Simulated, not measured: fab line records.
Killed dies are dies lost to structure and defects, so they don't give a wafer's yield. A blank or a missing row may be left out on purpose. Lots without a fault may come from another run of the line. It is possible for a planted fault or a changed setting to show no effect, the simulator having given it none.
A struck lot beside a sound one :: flow rit_cmos :: 28 steps out of a route of 202
Sound: these wafers, L914.2, L914.3, L914.5. Wafers struck: L913.1, L913.4, L913.6. The cause is named last.
Order at every step that has rows: each side's tool, ch and its chambers, its first start. Under that, the readings that differ: sound wafers :: struck wafers :: difference of the means :: sigmas: that difference in standard deviations of wafers without a fault.
alike: readings with means less than 2 such deviations apart, plus words and numbers identical on both sides. not compared: withheld readings, readings lacking a value on some wafer, bounds such as >300 that could conceal the same value, and numbers that have no deviation in the record and whose values overlap.
A row with sigmas, a row that says differs or no value, or rows on one side alone: a step with any of these is where the two part. Numbers that don't overlap but have no deviation are shown without sigmas and don't part them. Lack of a reading on every wafer of one side parts them only where that side has two or more wafers.

RIT_ACTIVE_BOW_MEAS_00:
  sound on film_metro-01, day 5 04:01; struck on film_metro-01, day 4 23:00
  alike: INCOMING_BOW
RIT_ACTIVE_OXIDATION_01: target thk 46.8 nm, ox time 3360 s.
  sound on furnace-01 ch 0, day 5 09:32; struck on furnace-01 ch 0, day 5 09:32
  alike: ox_temp_c
RIT_ACTIVE_THK_MEAS_02:
  sound on film_metro-04, day 5 11:29; struck on film_metro-01, day 5 11:42
reading: ACTIVE_OXIDE_THK (nm)
sound: 45.3 44.4 45.6
struck: 71.6 70.4 72.8
difference: +26.5
sigmas: +26
then, 1 step without rows for these wafers: RIT_ACTIVE_CVD_03 (deposits Si3N4 from SiH2Cl2/NH3, target thk 150 nm, time 1537 s).
RIT_ACTIVE_THK_MEAS_04:
  sound on film_metro-04, day 5 12:58; struck on film_metro-02, day 6 00:07
  alike: ACTIVE_NITRIDE_THK
then, 6 steps without rows for these wafers: RIT_ACTIVE_HMDS_05 (prime time 60 s); RIT_ACTIVE_COAT_06 (resist thk 991.5 nm); RIT_ACTIVE_SOFTBAKE_07 (time 60 s); RIT_ACTIVE_EXPOSE_08 (exposes mask M1, target cd 1400 nm); RIT_ACTIVE_PEB_09; RIT_ACTIVE_DEVELOP_10 (develop time 50 s).
RIT_ACTIVE_CD_MEAS_11 targets a cd of 1400 nm.
  sound on cd_sem-02, day 5 13:53; struck on cd_sem-02, day 6 01:20
  alike: cd_nm
then, 1 step without rows for these wafers: RIT_ACTIVE_HARDBAKE_12 (time 60 s).
RIT_ACTIVE_ETCH_13: etches Si3N4 in SF6, stops on SiO2, time 210 s, target depth 210 nm.
  sound on rie_diel-04 ch 1,2, day 5 14:08; struck on rie_diel-02 ch 0,1, day 6 01:48
reading: model.SiO2_of_ACTIVE_OXIDATION_01.thk_nm (nm)
sound: 44.86 44.41 45.62
struck: 71.58 70.37 72.76
difference: +26.61
sigmas: 
  alike: drypump_motor_current_A, oes_product_au, throttle_valve_pct
  not compared: rf_hours_counter_h
RIT_ACTIVE_STRIP_14: strips in O2, time 180 s.
  sound on plasma_asher-02 ch 0,1, day 5 14:16; struck on plasma_asher-03 ch 0,1, day 6 01:56
  alike: drypump_motor_current_A, rf_refl_power_W
  not compared: rf_hours_counter_h
RIT_ACTIVE_CD_MEAS_90 targets a cd of 1400 nm.
  sound on cd_sem-02, day 5 14:28; struck on cd_sem-02, day 6 02:06
  alike: cd_nm
then, 4 steps without rows for these wafers: RIT_ACTIVE_CLEAN_15 (cleans in SC1, time 600 s); RIT_ACTIVE_CLEAN_16 (cleans in dHF, time 30 s); RIT_ACTIVE_CLEAN_17 (cleans in SC2, time 600 s); RIT_FOX1_OXIDATION_00 (target thk 350.7 nm, ox time 1130 s).
RIT_FOX1_THK_MEAS_01:
  sound on film_metro-04, day 5 17:01; struck on film_metro-03, day 6 05:01
  alike: FOX1_OXIDE_THK
then, 2 steps without rows for these wafers: RIT_FOX1_WET_ETCH_02 (etches SiO2 in BOE, target depth 350 nm, time 390 s); RIT_FOX2_OXIDATION_00 (target thk 350.7 nm, ox time 1130 s).
RIT_FOX2_THK_MEAS_01:
  sound on film_metro-01, day 5 23:19; struck on film_metro-02, day 6 07:35
  alike: FOX2_OXIDE_THK
then, 1 step without rows for these wafers: RIT_FOX2_CLEAN_02 (cleans in dHF, time 180 s).
RIT_FOX2_WET_ETCH_03: etches Si3N4 in H3PO4, target depth 195 nm, time 2700 s.
  sound on wet_bench-04 ch 0, day 5 23:26; struck on wet_bench-04 ch 2, day 6 07:53
reading: model.SiO2_of_ACTIVE_OXIDATION_01.thk_nm (nm)
sound: 40.1 39.71 40.78
struck: 63.38 62.33 64.41
difference: +23.18
sigmas: 
RIT_FOX2_THK_MEAS_90:
  sound on film_metro-02, day 6 00:16; struck on film_metro-03, day 6 08:43
  alike: FIELD_OXIDE_LEFT_1_THK
RIT_M1_PROBE_99:
  the record has rows for the struck wafers here (prober-02, day 8 06:17) and none for the sound ones

== WHERE THEY PART ==
Last at RIT_M1_PROBE_99 as far as this record goes, first at RIT_ACTIVE_THK_MEAS_02.

WHY: whatever the simulator had introduced
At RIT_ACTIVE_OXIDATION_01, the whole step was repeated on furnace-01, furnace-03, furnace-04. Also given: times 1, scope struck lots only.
